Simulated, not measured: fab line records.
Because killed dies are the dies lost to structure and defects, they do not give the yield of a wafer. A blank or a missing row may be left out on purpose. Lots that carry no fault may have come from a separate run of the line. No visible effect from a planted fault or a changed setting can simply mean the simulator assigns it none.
Which tool is to blame? ; flow berkeley cmos170 ; 15 lots, 45 wafers sampled, at 2 steps of a route of 331

## WHAT THE GAUGES SHOWED, per wafer
UCB170_CONTACT_OVL_MEAS_16.
lot;measured;on;CONTACT_OVL (nm)
L266;day 7 21:04;overlay-02;4 7 7
L265;day 7 22:26;overlay-02;-1 -2 -2
L267;day 8 01:16;overlay-01;3 0 0
L269;day 8 06:15;overlay-02;-5 2 4
L268;day 8 07:26;overlay-02;-4 0 -3
L272;day 8 08:55;overlay-02;-131 -125 -124
L270;day 8 09:01;overlay-01;-137 -131 -132
L271;day 8 12:57;overlay-02;-124 -119 -129
L273;day 9 00:05;overlay-01;-128 -125 -130
L278;day 10 05:51;overlay-02;-5 3 15
L281;day 11 03:58;overlay-01;7 10 2
L286;day 11 22:00;overlay-02;5 -1 2
L285;day 12 00:22;overlay-02;4 0 3
L288;day 12 13:08;overlay-01;3 1 0
L287;day 12 13:41;overlay-02;-6 -7 -3

## TOOL THAT RAN EACH LOT (tool first, then ch and the chambers of the sampled wafers, then the start)
lot;UCB170_CONTACT_EXPOSE_12
L266;krf scanner-02 ch 0, day 7 20:29
L265;krf scanner-02 ch 0, day 7 21:53
L267;krf scanner-01 ch 0, day 8 00:31
L269;krf scanner-02 ch 0, day 8 05:44
L268;krf scanner-02 ch 0, day 8 06:58
L272;krf scanner-02 ch 0, day 8 08:27
L270;krf scanner-02 ch 0, day 8 08:30
L271;krf scanner-02 ch 0, day 8 12:26
L273;krf scanner-02 ch 0, day 8 23:28
L278;krf scanner-01 ch 0, day 10 05:20
L281;krf scanner-01 ch 0, day 11 03:06
L286;krf scanner-01 ch 0, day 11 21:31
L285;krf scanner-01 ch 0, day 11 23:07
L288;krf scanner-01 ch 0, day 12 12:28
L287;krf scanner-01 ch 0, day 12 12:43
- UCB170_CONTACT_EXPOSE_12: exposes mask CONT, target cd 700 nm.

## AS READ BY THE TOOLS THEMSELVES (means over the sampled wafers that have a number; for cases with no such wafer, the mark the record gives instead)
UCB170_CONTACT_EXPOSE_12.
lot;tool;focus offset nm (nm)
L266;krf scanner-02;-0.3
L265;krf scanner-02;0.3
L267;krf scanner-01;0.2
L269;krf scanner-02;-0.3
L268;krf scanner-02;-1.0
L272;krf scanner-02;-0.0
L270;krf scanner-02;0.1
L271;krf scanner-02;0.5
L273;krf scanner-02;0.0
L278;krf scanner-01;-0.0
L281;krf scanner-01;-0.2
L286;krf scanner-01;-0.0
L285;krf scanner-01;0.4
L288;krf scanner-01;-0.5
L287;krf scanner-01;-0.6

## THE ANSWER, worked out from the rows above alone
Rule: the lots themselves supply what counts as usual. The widest of any qualifying gaps counts: lots, ordered by their means at a reading, are off when they make up no more than a third of the lots, leave a main group of 4 or more, and stand apart from it by 3 or more times the standard deviation of that group's means. The tables above print the reading to a certain number of digits; a main group whose means all agree to those digits is not used. Also off: a lot with no number at a reading for which 4 or more lots have one. Where the step has rows for the other lots, those lots are counted as sound. The gauges are gone through in route order, then the tools' own readings, and for those a lot's mean is taken as printed above. The first step at which some lot is off is used, and at that step the reading that is off furthest; a lot without a number counts as furthest.
Off: L272, L270, L271, L273, at UCB170_CONTACT_OVL_MEAS_16 (CONTACT_OVL). The main group has a mean of 1 nm with a standard deviation of 3.4.
A tool fits if, at a process step before that reading, it ran every lot that is off, and no sound lot after the first of them. Gauges at UCB170_CONTACT_OVL_MEAS_16: tried the same way as those tools. One fits: UCB170_CONTACT_EXPOSE_12 on krf scanner-02. Its last sound lot is L268 (day 8 06:58), its first lot that is off L272 (day 8 08:27): a fault that began between those two fits.

## WHAT THE SIMULATOR HAD PUT IN
Scanner matching overlay: krf scanner-02, from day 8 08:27 on, at UCB170_CONTACT_EXPOSE_12. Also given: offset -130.
Shown lots that were struck: L272, L270, L271, L273. The rule given above showed the same thing.
